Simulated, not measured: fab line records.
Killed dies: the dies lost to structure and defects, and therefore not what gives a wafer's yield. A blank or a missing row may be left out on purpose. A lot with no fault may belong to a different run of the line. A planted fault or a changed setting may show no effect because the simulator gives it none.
Lot-split experiment	flow berkeley-cmos170	23 wafers read across 5 lots, on a route 331 steps long

== SPLIT DETAILS ==
At UCB170_PWELL_OXIDATION_02 (target thk 26.4 nm, ox time 1260 s), the setting ox-time-s was moved away from the recipe's 1260 s on 20 of the 23 wafers read, by -14.4% to +7.9%. For the rest of the wafers, this setting stayed at what the recipe calls for.

Reading taken at the split's own step.

== THE READING ==
SiO2_of_PWELL_OXIDATION_02.thk-nm (the simulator's own value, which no gauge read), in nm, at UCB170_PWELL_OXIDATION_02 (target thk 26.4 nm, ox time 1260 s). There is no usual value for it anywhere in the file. Average 26.34 nm, standard deviation 0.27 nm, over the 3 wafers here run with the recipe.

wafer	tool, chamber at the split	ox-time-s as run, s	against the recipe	SiO2_of_PWELL_OXIDATION_02.thk-nm, nm	against lot-mates on the recipe
L074.1	-, -	1359	+7.9%	27.72	no lot-mate on the recipe
L074.2	-, -	1359	+7.9%	27.86	no lot-mate on the recipe
L074.3	-, -	1359	+7.9%	27.73	no lot-mate on the recipe
L074.4	-, -	1359	+7.9%	27.71	no lot-mate on the recipe
L074.5	-, -	1359	+7.9%	27.7	no lot-mate on the recipe
L076.1	-, -	1079	-14.4%	23.79	no lot-mate on the recipe
L076.2	-, -	1079	-14.4%	23.36	no lot-mate on the recipe
L076.4	-, -	1079	-14.4%	23.48	no lot-mate on the recipe
L076.5	-, -	1079	-14.4%	23.22	no lot-mate on the recipe
L076.6	-, -	1079	-14.4%	23.64	no lot-mate on the recipe
L077.2	-, -	1125	-10.7%	24.67	no lot-mate on the recipe
L077.3	-, -	1125	-10.7%	24.96	no lot-mate on the recipe
L077.4	-, -	1125	-10.7%	24.71	no lot-mate on the recipe
L077.5	-, -	1125	-10.7%	25.09	no lot-mate on the recipe
L077.6	-, -	1125	-10.7%	24.58	no lot-mate on the recipe
L078.1	-, -	1338	+6.2%	26.63	no lot-mate on the recipe
L078.3	-, -	1338	+6.2%	26.35	no lot-mate on the recipe
L078.4	-, -	1338	+6.2%	26.16	no lot-mate on the recipe
L078.5	-, -	1338	+6.2%	26.47	no lot-mate on the recipe
L078.6	-, -	1338	+6.2%	26.48	no lot-mate on the recipe
L084.1	furnace-02, 0	1260	recipe	26.29	-
L084.4	furnace-02, 0	1260	recipe	26.04	-
L084.5	furnace-02, 0	1260	recipe	26.69	-

THE FIT
A straight line over all 23 wafers: SiO2_of_PWELL_OXIDATION_02.thk-nm changes by +0.157 nm for each +1% of ox-time-s; r = +0.95; the points scatter about the line by 0.5 nm.
Too few moved wafers with a lot-mate on the recipe to fit a line net of each lot's own level.

== THE FILE'S OWN FIT ==
SiO2_of_PWELL_OXIDATION_02.thk-nm changes by +0.157 nm for each +1% of ox-time-s, r = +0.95.
